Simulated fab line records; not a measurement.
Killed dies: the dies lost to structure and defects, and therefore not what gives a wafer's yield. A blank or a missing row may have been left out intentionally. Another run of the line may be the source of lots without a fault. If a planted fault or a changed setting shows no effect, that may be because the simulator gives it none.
A lot that was struck, set against a sound lot	flow ritCmos	43 out of 202 route steps
Sound: these wafers, L962.1, L962.2, L962.3. Struck: wafers L983.2, L983.4, L983.6. The cause is given at the end.
At each step with rows: each side's tool, then ch and its chambers, then its first start. Under that, the readings that differ: sound wafers	struck wafers	difference of the means	sigmas: that difference in standard deviations of wafers without a fault.
alike: words and numbers the same on both sides, and readings whose means are apart by under 2 such deviations; not compared: readings that were withheld, readings missing a value for some wafer, numbers with overlapping values and no deviation given by the record, and bounds like >300 which may hide the same value.
The two part at a step that has a row with sigmas, a row that says differs or no value, or rows on one side only. Numbers that don't overlap but have no deviation are shown without sigmas and don't part them. Lack of a reading on every wafer of one side parts them only where that side has two or more wafers.

first, 5 steps without rows for these wafers: RIT_ACTIVE_COAT_06 (resist thk 1000 nm); RIT_ACTIVE_SOFTBAKE_07 (time 60 s); RIT_ACTIVE_EXPOSE_08 (exposes mask M1, target cd 1400 nm); RIT_ACTIVE_PEB_09; RIT_ACTIVE_DEVELOP_10 (develop time 50 s).
RIT_ACTIVE_CD_MEAS_11: the cd target is 1400 nm.
  sound: cdSem-02 at day 1 20:26; struck: cdSem-01 at day 6 04:38
  alike: cdNm
then, 1 step without rows for these wafers: RIT_ACTIVE_HARDBAKE_12 (time 60 s).
RIT_ACTIVE_ETCH_13: etches Si3N4 in SF6, stops on SiO2, time 210 s, target depth 210 nm.
  sound on rieDiel-02 ch 0,1,2, day 1 20:42; struck on rieDiel-04 ch 0,2,3, day 6 04:53
  alike: drypumpMotorCurrentA, oesProductAu, throttleValvePct
  not compared: rfHoursCounterH
RIT_ACTIVE_STRIP_14: strips in O2, time 180 s.
  sound on plasmaAsher-03 ch 0,1, day 1 20:50; struck on plasmaAsher-02 ch 1, day 6 05:01
reading	sound	struck	difference	sigmas
drypumpMotorCurrentA (A)	6.6 6.2 6.2	4.8 4.8 4.8	-1.5	-3
  not compared: rfHoursCounterH
RIT_ACTIVE_CD_MEAS_90: the cd target is 1400 nm.
  sound: cdSem-02 at day 1 21:01; struck: cdSem-01 at day 6 05:13
  alike: cdNm
then, 2 steps without rows for these wafers: RIT_ACTIVE_CLEAN_15 (cleans in SC1, time 600 s); RIT_ACTIVE_CLEAN_16 (cleans in dHF, time 30 s).
RIT_ACTIVE_CLEAN_17: cleans in SC2, time 600 s.
  sound on wetBench-03 ch 0, day 1 21:21; struck on wetBench-02 ch 2, day 6 05:31
then, 1 step without rows for these wafers: RIT_FOX1_OXIDATION_00 (target thk 350.7 nm, ox time 1130 s).
RIT_FOX1_THK_MEAS_01:
  sound: filmMetro-04 at day 1 23:11; struck: filmMetro-04 at day 6 09:15
  alike: FOX1_OXIDE_THK
then, 2 steps without rows for these wafers: RIT_FOX1_WET_ETCH_02 (etches SiO2 in BOE, target depth 350 nm, time 390 s); RIT_FOX2_OXIDATION_00 (target thk 350.7 nm, ox time 1130 s).
RIT_FOX2_THK_MEAS_01:
  sound: filmMetro-01 at day 2 00:41; struck: filmMetro-02 at day 6 11:53
  alike: FOX2_OXIDE_THK
then, 2 steps without rows for these wafers: RIT_FOX2_CLEAN_02 (cleans in dHF, time 180 s); RIT_FOX2_WET_ETCH_03 (etches Si3N4 in H3PO4, target depth 195 nm, time 2700 s).
RIT_FOX2_THK_MEAS_90:
  sound: filmMetro-01 at day 2 01:37; struck: filmMetro-01 at day 6 12:50
  alike: FIELD_OXIDE_LEFT_1_THK
then, 6 steps without rows for these wafers: RIT_NWELL_HMDS_00 (prime time 60 s); RIT_NWELL_COAT_01 (resist thk 1275 nm); RIT_NWELL_SOFTBAKE_02 (time 60 s); RIT_NWELL_EXPOSE_03 (exposes mask M2, target cd 43900 nm); RIT_NWELL_PEB_04; RIT_NWELL_DEVELOP_05 (develop time 68 s).
RIT_NWELL_OVL_MEAS_06:
  sound: overlay-01 at day 2 02:41; struck: overlay-01 at day 6 13:46
  alike: NWELL_OVL
then, 2 steps without rows for these wafers: RIT_NWELL_HARDBAKE_07 (time 120 s); RIT_NWELL_IMPLANT_08.
RIT_NWELL_STRIP_09: strips in O2, time 180 s.
  sound on plasmaAsher-04 ch 0,1, day 2 03:07; struck on plasmaAsher-01 ch 0,1, day 6 14:12
  alike: drypumpMotorCurrentA
  not compared: rfHoursCounterH
RIT_NWELL_TW_MEAS_10:
  sound: filmMetro-02 at day 2 03:18; struck: filmMetro-02 at day 6 14:23
  alike: NWELL_TW
then, 6 steps without rows for these wafers: RIT_PWELL_HMDS_00 (prime time 60 s); RIT_PWELL_COAT_01 (resist thk 1300 nm); RIT_PWELL_SOFTBAKE_02 (time 60 s); RIT_PWELL_EXPOSE_03 (exposes mask M3, target cd 43700 nm); RIT_PWELL_PEB_04; RIT_PWELL_DEVELOP_05 (develop time 68 s).
RIT_PWELL_OVL_MEAS_06:
  sound: overlay-01 at day 2 04:14; struck: overlay-02 at day 6 15:27
reading	sound	struck	difference	sigmas
PWELL_OVL (nm)	-3.9 -4.1 -5.1	-0.1 -0.4 1.0	+4.5	+3
then, 2 steps without rows for these wafers: RIT_PWELL_HARDBAKE_07 (time 120 s); RIT_PWELL_IMPLANT_08.
RIT_PWELL_STRIP_09: strips in O2, time 180 s.
  sound on plasmaAsher-01 ch 0,1, day 2 04:40; struck on plasmaAsher-01 ch 0, day 6 15:53
  alike: drypumpMotorCurrentA
  not compared: rfHoursCounterH
RIT_M1_PROBE_99:
  sound: prober-02 at day 3 15:52; struck: prober-02 at day 8 05:20
reading	sound	struck	difference	sigmas
killedAtFrontEnd	10 7 8	39 43 43	+33	+10
killedDies	11 7 8	39 43 43	+33	+10
  alike: killedAtContacts, killedOpen, killedShort

## WHERE THEY PART
Earliest at RIT_ACTIVE_STRIP_14; latest, in this record, at RIT_M1_PROBE_99.

WHY: what had been put in by the simulator
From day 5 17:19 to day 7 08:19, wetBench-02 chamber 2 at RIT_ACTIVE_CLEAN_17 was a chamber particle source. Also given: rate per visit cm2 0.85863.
